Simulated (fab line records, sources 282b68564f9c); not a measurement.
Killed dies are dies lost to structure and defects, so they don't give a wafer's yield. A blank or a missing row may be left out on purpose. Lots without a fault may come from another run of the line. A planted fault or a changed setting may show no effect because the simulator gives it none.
One fault seen from 2 desks | flow rit_cmos | each desk has only its own numbers; what lay behind them comes last

THE TOOL OWNER'S DESK: implanter-04
The tool's own readings at RIT_NRETRO_IMPLANT_08: means of the sampled wafers that have a number, for each lot that ran on this tool. A lot is out of limits, marked OUT, if its mean lies more than 4 standard deviations from the usual mean; the brackets give that distance.
Columns: A = beam_energy_keV at RIT_NRETRO_IMPLANT_08, usual 70.001; B = dose_ions_cm2 at RIT_NRETRO_IMPLANT_08, usual 1e+13; C = end_station_pressure_torr at RIT_NRETRO_IMPLANT_08, usual 5.02e-06 Torr; D = faraday_current_uA at RIT_NRETRO_IMPLANT_08, usual 31.8
lot  | first seen here | A      | B                       | C        | D
L212 | day 2 15:50     | 70.017 | 1e+13                   | 4.86e-06 | 32.0
L214 | day 2 22:17     | 70.019 | 1e+13                   | 4.98e-06 | 31.0
L215 | day 3 03:17     | 70.045 | 1e+13                   | 5.10e-06 | 30.9
L217 | day 3 11:23     | 70.039 | 1e+13                   | 5.09e-06 | 31.5
L218 | day 3 22:03     | 70.005 | 1e+13                   | 5.04e-06 | 31.6
L223 | day 4 19:29     | 69.983 | 1e+13                   | 5.00e-06 | 31.6
L233 | day 7 00:10     | 69.962 | 1e+14 (+99 or more) OUT | 5.46e-06 | 319.4 (+99 or more) OUT
L234 | day 7 06:26     | 69.995 | 1e+14 (+99 or more) OUT | 5.34e-06 | 321.9 (+99 or more) OUT
This desk's finding: out of limits on L233, L234; first on L233, day 7 00:10 (dose_ions_cm2 at RIT_NRETRO_IMPLANT_08). In limits: L212, L214, L215, L217, L218, L223.

THE METROLOGY DESK
What the gauges read, lot by lot, whatever tool the lot ran on: means of the sampled wafers that have a number. A lot is out of limits, marked OUT, if its mean lies more than 4 standard deviations from the usual mean; the brackets give that distance.
Columns: A = NRETRO_TW at RIT_NRETRO_TW_MEAS_10, usual 1046; B = NLDD_TW at RIT_NLDD_TW_MEAS_10, usual 2494
lot  | first seen here | A                      | B
L212 | day 2 16:08     | 1050                   | 2469
L213 | day 2 20:14     | 1042                   | 2456
L214 | day 2 22:37     | 1046                   | 2471
L215 | day 3 03:37     | 1043                   | 2513
L217 | day 3 11:41     | 1041                   | 2515
L218 | day 3 22:22     | 1041                   | 2475
L221 | day 4 12:27     | 1036                   | 2512
L220 | day 4 12:33     | 1044                   | 2458
L222 | day 4 18:35     | 1068                   | 2504
L223 | day 4 19:47     | 1034                   | 2484
L228 | day 5 22:49     | 1062                   | 2460
L232 | day 6 18:43     | 1042                   | 2478
L233 | day 7 00:29     | 2171 (+99 or more) OUT | 2512
L234 | day 7 06:46     | 2164 (+99 or more) OUT | 2514
This desk's finding: out of limits on L233, L234; first on L233, day 7 00:29 (NRETRO_TW at RIT_NRETRO_TW_MEAS_10). In limits: L212, L213, L214, L215, L217, L218, L221, L220, L222, L223, L228, L232.

PUT TOGETHER
The tool owner's desk could have raised an alarm at day 7 00:10, on L233, L234.
The metrology desk could have raised an alarm at day 7 00:29, on L233, L234.
Of the lots named, all ran RIT_NRETRO_IMPLANT_08 on implanter-04.

WHAT THE SIMULATOR HAD PUT IN
Process parameter drift: implanter-04, from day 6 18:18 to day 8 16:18, at RIT_NRETRO_IMPLANT_08. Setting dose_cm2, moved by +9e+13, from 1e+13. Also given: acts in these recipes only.
Lots struck among those shown: L233, L234.
Hours from the fault's start to each desk's first reading out of limits: the tool owner's desk, 6; the metrology desk, 6.
